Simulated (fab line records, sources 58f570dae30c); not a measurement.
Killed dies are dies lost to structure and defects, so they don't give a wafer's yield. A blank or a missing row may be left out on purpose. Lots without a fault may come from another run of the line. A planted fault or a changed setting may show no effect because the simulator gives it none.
A struck lot beside a sound one | flow berkeley_cmos170 | 17 steps out of a route of 331
Sound: wafers L897.2, L897.5, L897.6. Struck: wafers L898.1, L898.3, L898.5. The cause comes at the end.
At each step with rows: each side's tool, then ch and its chambers, then its first start. Under that, the readings that differ: sound wafers | struck wafers | difference of the means | sigmas: that difference in standard deviations of wafers without a fault.
alike: readings whose means differ by less than 2 such deviations, and words and numbers that are the same on both sides. not compared: withheld readings, readings that some wafer has no value for, bounds like >300 that may hide the same value, and numbers for which the record gives no deviation and whose values overlap.
The two part at a step that has a row with sigmas, a row that says differs or no value, or rows on one side only. Numbers that don't overlap but have no deviation are shown without sigmas and don't part them. A reading that every wafer of one side lacks parts them only if that side has two wafers or more.

first, 1 step without rows for these wafers: UCB170_PWELL_OXIDATION_02 (target thk 26.4 nm, ox time 1260 s).
UCB170_PWELL_THK_MEAS_03:
  sound on film_metro-02, day 7 00:43; struck on film_metro-03, day 6 18:56
  alike: PWELL_OXIDE_THK
then, 2 steps without rows for these wafers: UCB170_PWELL_ANNEAL_04 (time 900 s); UCB170_PWELL_CVD_05 (deposits Si3N4 from SiH2Cl2/NH3, target thk 220 nm, time 3300 s).
UCB170_PWELL_THK_MEAS_06:
  sound on film_metro-01, day 7 09:24; struck on film_metro-01, day 7 01:16
  alike: PWELL_NITRIDE_THK
then, 6 steps without rows for these wafers: UCB170_PWELL_HMDS_07 (prime time 60 s); UCB170_PWELL_COAT_08 (resist thk 900 nm); UCB170_PWELL_SOFTBAKE_09 (time 60 s); UCB170_PWELL_EXPOSE_10 (exposes mask PWELL, target cd 3000 nm); UCB170_PWELL_PEB_11; UCB170_PWELL_DEVELOP_12 (develop time 45 s).
UCB170_PWELL_OVL_MEAS_13:
  sound on overlay-01, day 7 10:18; struck on overlay-01, day 7 02:14
  alike: PWELL_OVL
UCB170_PWELL_ETCH_14: etches Si3N4 in CH3F/Ar/O2, stops on SiO2, target depth 242 nm, time 151 s.
  sound on rie_diel-01 ch 0,1,2, day 7 10:20; struck on rie_diel-03 ch 0,2,3, day 7 02:17
  no value came back on the struck wafers for any of 5 readings (CH3F_flow_sccm (sccm), O2_flow_sccm (sccm) and others); on the sound wafers CH3F_flow_sccm (sccm) reads 20.02 20.01 20.02
  reading                                      | sound             | struck            | difference | sigmas
  model.KrF_of_PWELL_COAT_08.thk_nm (nm)       | 721.6 722 720.9   | 889.9 889.3 889.9 | +168.2     |
  model.SiO2_of_PWELL_OXIDATION_02.thk_nm (nm) | 22.78 22.68 23.25 | 27.19 27.51 27.46 | +4.48      |
  not compared: rf_hours_counter_h
then, 1 step without rows for these wafers: UCB170_PWELL_IMPLANT_15.
UCB170_PWELL_STRIP_16: strips in O2.
  sound on plasma_asher-04 ch 0,1, day 7 10:35; struck on plasma_asher-04 ch 0,1, day 7 02:32
  reading                      | sound             | struck            | difference | sigmas
  oes_product_au (a.u.)        | 0.718 0.722 0.720 | 0.735 0.738 0.742 | +0.018     | +4
  strip_time_to_endpoint_s (s) | 18.02 18.04 18.00 | 21.72 21.70 21.75 | +3.70      | +53
  alike: drypump_motor_current_A
  not compared: rf_hours_counter_h
UCB170_PWELL_TW_MEAS_17:
  sound on film_metro-03, day 7 10:41; struck on film_metro-03, day 7 02:38
  alike: PWELL_TW
-- the record jumps here: 5 days lie between the struck wafers' starts before and after (it left off in module PWELL and takes up again in module M3, whose first step shown is number 331 of the route) --
UCB170_M3_PROBE_99:
  the record has rows for the struck wafers here (prober-02, day 12 03:58) and none for the sound ones

WHERE THEY PART
First at UCB170_PWELL_ETCH_14; last, within this record, at UCB170_M3_PROBE_99.

WHY: what the simulator had put in
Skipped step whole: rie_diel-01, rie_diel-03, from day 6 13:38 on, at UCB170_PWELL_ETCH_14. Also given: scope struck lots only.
